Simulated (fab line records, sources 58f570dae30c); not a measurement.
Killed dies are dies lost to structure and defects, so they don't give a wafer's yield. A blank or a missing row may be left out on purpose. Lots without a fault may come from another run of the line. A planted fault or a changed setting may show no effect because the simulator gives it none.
Split-lot experiment | flow berkeley_cmos170 | 5 lots, 23 wafers read, on a route of 331 steps

THE SPLIT
At UCB170_M1_COAT_04 (resist thk 900 nm), the setting spin_rpm was moved away from the recipe's 1500 rpm on 8 of the 23 wafers read, by -7.0% to +6.0%. The other wafers ran this setting at the recipe's value.

The reading is taken at the split's own step.

THE READING
KrF_of_M1_COAT_04.thk_nm (the simulator's own value, which no gauge read), in nm, at UCB170_M1_COAT_04 (resist thk 900 nm). The file gives no usual value for it. The 15 wafers here that ran the recipe average 902.5 nm, standard deviation 1.8 nm.

wafer  | tool, chamber at the split | spin_rpm as run, rpm | against the recipe | KrF_of_M1_COAT_04.thk_nm, nm | against lot-mates on the recipe
L076.1 | litho_track-03, 0          | 1427                 | -4.9%              | 921.8                        | +21.9
L076.2 | litho_track-03, 0          | 1427                 | -4.9%              | 919.6                        | +19.8
L076.3 | litho_track-03, 0          | 1427                 | -4.9%              | 921.7                        | +21.9
L076.4 | litho_track-03, 0          | 1500                 | recipe             | 900.2                        | -
L076.6 | litho_track-03, 0          | 1500                 | recipe             | 899.5                        | -
L078.1 | litho_track-01, 0          | 1500                 | recipe             | 901.4                        | -
L078.2 | litho_track-01, 0          | 1500                 | recipe             | 902                          | -
L078.3 | litho_track-01, 0          | 1500                 | recipe             | 904.8                        | -
L078.4 | litho_track-01, 0          | 1500                 | recipe             | 903.1                        | -
L078.6 | litho_track-01, 0          | 1500                 | recipe             | 903.6                        | -
L081.1 | litho_track-01, 0          | 1395                 | -7.0%              | 936.7                        | +32.6
L081.2 | litho_track-01, 0          | 1395                 | -7.0%              | 940.7                        | +36.6
L081.4 | litho_track-01, 0          | 1500                 | recipe             | 903.8                        | -
L081.5 | litho_track-01, 0          | 1500                 | recipe             | 905.6                        | -
L081.6 | litho_track-01, 0          | 1500                 | recipe             | 902.8                        | -
L083.3 | litho_track-02, 0          | 1500                 | recipe             | 901.5                        | -
L083.5 | litho_track-02, 0          | 1500                 | recipe             | 899.5                        | -
L083.6 | litho_track-02, 0          | 1500                 | recipe             | 901.3                        | -
L082.1 | litho_track-01, 0          | 1590                 | +6.0%              | 877.3                        | -26.8
L082.2 | litho_track-01, 0          | 1590                 | +6.0%              | 877.2                        | -26.8
L082.3 | litho_track-01, 0          | 1590                 | +6.0%              | 877.6                        | -26.4
L082.4 | litho_track-01, 0          | 1500                 | recipe             | 903.9                        | -
L082.6 | litho_track-01, 0          | 1500                 | recipe             | 904.2                        | -

THE FIT
A straight line over all 23 wafers: KrF_of_M1_COAT_04.thk_nm changes by -4.43 nm for each +1% of spin_rpm; r = -0.99; the points scatter about the line by 2.7 nm.
The same after taking each lot's own level away (the mean of its wafers on the recipe; 23 wafers): -4.59 nm for each +1%; r = -1.00; scatter 1.4 nm.
On that fit, the largest move of spin_rpm shifts the reading by 32 nm.
The lots' own levels span 899.85 to 904.07 nm, that is 2.3 times the standard deviation above.
So the lot-to-lot level changes the slope little: the two slopes agree.
Check: with one of the wafers moved furthest among these (-7.0%) left out of the fit, the line predicts +32.3 nm for it against its lot-mates. It came out at +32.6 nm against them.

OTHER SPLITS ON THESE WAFERS
These wafers also went through other splits before the reading. Each is held against what the fit with the lots' levels taken away leaves over:
other split on the same wafers     | wafers away from the commonest value | r with KrF_of_M1_COAT_04.thk_nm (lot level and that fit taken away)
UCB170_BACKSIDE_SOFTBAKE_02 temp_c | 6                                    | +0.20
UCB170_CONTACT_PEB_13 peb_temp_c   | 9                                    | +0.01

THE FILE'S OWN FIT
KrF_of_M1_COAT_04.thk_nm changes by -4.64 nm for each +1% of spin_rpm, r = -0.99.
